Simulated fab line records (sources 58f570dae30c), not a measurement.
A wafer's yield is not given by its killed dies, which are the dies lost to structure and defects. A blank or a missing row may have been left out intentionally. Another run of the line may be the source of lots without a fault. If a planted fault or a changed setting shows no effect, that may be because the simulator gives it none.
Which tool was responsible? -- flow berkeley cmos170 -- 6 lots, 18 wafers sampled, at 2 steps of a route of 331

WHAT THE GAUGES SHOWED, per wafer
UCB170_V1_CD_MEAS_12 targets a cd of 700 nm.
lot,measured,on,cd nm (nm)
L744,day 9 05:31,cd sem-02,700.7 699.7 699.8
L750,day 11 04:35,cd sem-02,699.6 701.3 700.6
L752,day 11 05:29,cd sem-02,699.5 699.2 699.2
L755,day 11 23:33,cd sem-02,699.7 701.3 700.7
L757,day 12 15:39,cd sem-02,700.8 701.7 701.3
L761,day 13 03:55,cd sem-02,697.2 699.6 698.9

TOOL THAT RAN EACH LOT (tool first, then ch and the chambers of the sampled wafers, then the start)
lot,UCB170_V1_CVD_00
L744,"pecvd-04 ch 0,1,2, day 9 02:59"
L750,"pecvd-03 ch 0,1, day 11 01:58"
L752,"pecvd-04 ch 1,2, day 11 03:17"
L755,"pecvd-01 ch 0,1,2, day 11 19:17"
L757,"pecvd-04 ch 0,1,2, day 12 13:52"
L761,"pecvd-01 ch 0,1,2, day 13 00:57"
- UCB170_V1_CVD_00: deposits SiO2 from TEOS/O2, target thk 2000 nm, time 250 s.

THE ANSWER, worked out from the rows above alone
Rule: what is usual is taken from the lots themselves. Put in order of their means at a reading, lots are off if they are a third of the lots or fewer, leave a main group of 4 or more, and stand apart from it by a gap of 3 or more times the standard deviation of the main group's means; of several such gaps the widest counts. If all means in a main group match to the digits the tables above print for the reading, that group is not used. A lot without any number at a reading at which 4 lots or more have one is off too. The other lots that the step has rows for count as sound.
Across all readings shown, no lot is off: no conclusion can be drawn from this.

WHAT WAS PUT IN BY THE SIMULATOR
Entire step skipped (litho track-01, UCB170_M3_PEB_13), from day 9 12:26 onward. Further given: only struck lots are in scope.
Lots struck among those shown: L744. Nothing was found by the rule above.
